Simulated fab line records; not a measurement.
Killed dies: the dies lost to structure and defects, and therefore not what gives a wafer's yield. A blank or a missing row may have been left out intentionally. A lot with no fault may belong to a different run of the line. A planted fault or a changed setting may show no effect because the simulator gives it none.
What tool caused it?    flow berkeley cmos170    39 wafers from 13 lots sampled at 2 of the route's 331 steps

== WHAT THE GAUGES READ, wafer by wafer ==
UCB170_SPACER_THK_MEAS_01.
lot   measured      on             SPACER_TEOS_THK (nm)
L696  day 7 19:38   film metro-03  373 378 378
L697  day 8 06:52   film metro-04  374 378 384
L699  day 8 07:05   film metro-01  366 377 367
L698  day 8 07:22   film metro-01  376 375 373
L700  day 8 22:18   film metro-04  375 371 381
L701  day 8 22:20   film metro-03  380 389 373
L704  day 9 05:06   film metro-03  371 367 377
L708  day 10 09:17  film metro-01  395 377 386
L709  day 10 09:23  film metro-04  372 371 379
L711  day 11 08:43  film metro-04  375 377 378
L715  day 12 01:28  film metro-03  370 380 375
L717  day 12 17:29  film metro-03  375 372 382
L719  day 13 01:56  film metro-01  368 374 375

== TOOL THAT RAN EACH LOT (tool first, then ch and the chambers of the sampled wafers, then the start) ==
lot   UCB170_SPACER_CVD_00
L696  pecvd-03 ch 0,1,2, day 7 19:36
L697  pecvd-04 ch 1,2, day 8 06:48
L699  pecvd-01 ch 0,1, day 8 07:03
L698  pecvd-03 ch 0,1,2, day 8 07:19
L700  pecvd-04 ch 0,2, day 8 22:16
L701  pecvd-01 ch 0,1,2, day 8 22:17
L704  pecvd-04 ch 0,1, day 9 05:04
L708  pecvd-04 ch 0,1, day 10 09:14
L709  pecvd-03 ch 0,1,2, day 10 09:20
L711  pecvd-03 ch 1,2, day 11 08:38
L715  pecvd-01 ch 0,1,2, day 12 01:25
L717  pecvd-03 ch 0,1,2, day 12 17:27
L719  pecvd-04 ch 0,2, day 13 01:53
- UCB170_SPACER_CVD_00: deposits SiO2 from TEOS/O2, target thk 376 nm, time 47 s.

== AS READ BY THE TOOLS THEMSELVES (means over the sampled wafers that have a number; for cases with no such wafer, the mark the record gives instead) ==
UCB170_SPACER_CVD_00.
lot   tool      heater power w (W)  pressure mtorr (mTorr)  rf fwd power W (W)
L696  pecvd-03  265                 8977                    542.9
L697  pecvd-04  310                 9007                    543.7
L699  pecvd-01  324                 8982                    546.3
L698  pecvd-03  274                 9002                    545.6
L700  pecvd-04  295                 8985                    545.1
L701  pecvd-01  277                 8977                    546.3
L704  pecvd-04  241                 9003                    545.7
L708  pecvd-04  210                 9010                    545.5
L709  pecvd-03  273                 9013                    542.4
L711  pecvd-03  253                 8991                    543.1
L715  pecvd-01  301                 9004                    547.4
L717  pecvd-03  265                 8994                    543.7
L719  pecvd-04  271                 8996                    545.1

== THE ANSWER, worked out from the rows above alone ==
Rule: usual is defined by the lots themselves. Put in order of their means at a reading, lots are off if they are a third of the lots or fewer, leave a main group of 4 or more, and stand apart from it by a gap of 3 or more times the standard deviation of the main group's means; of several such gaps the widest counts. The tables above print the reading to a certain number of digits; a main group whose means all agree to those digits is not used. A lot without any number at a reading at which 4 lots or more have one is off too. All remaining lots with rows at the step are treated as sound. The gauges are gone through in route order, then the tools' own readings, and for those a lot's mean is taken as printed above. At the first step where some lot is off, the reading lying furthest off is the one used; lots without a number count as furthest.
Across all readings shown, no lot is off: no conclusion can be drawn from this.

== WHAT THE SIMULATOR PUT IN ==
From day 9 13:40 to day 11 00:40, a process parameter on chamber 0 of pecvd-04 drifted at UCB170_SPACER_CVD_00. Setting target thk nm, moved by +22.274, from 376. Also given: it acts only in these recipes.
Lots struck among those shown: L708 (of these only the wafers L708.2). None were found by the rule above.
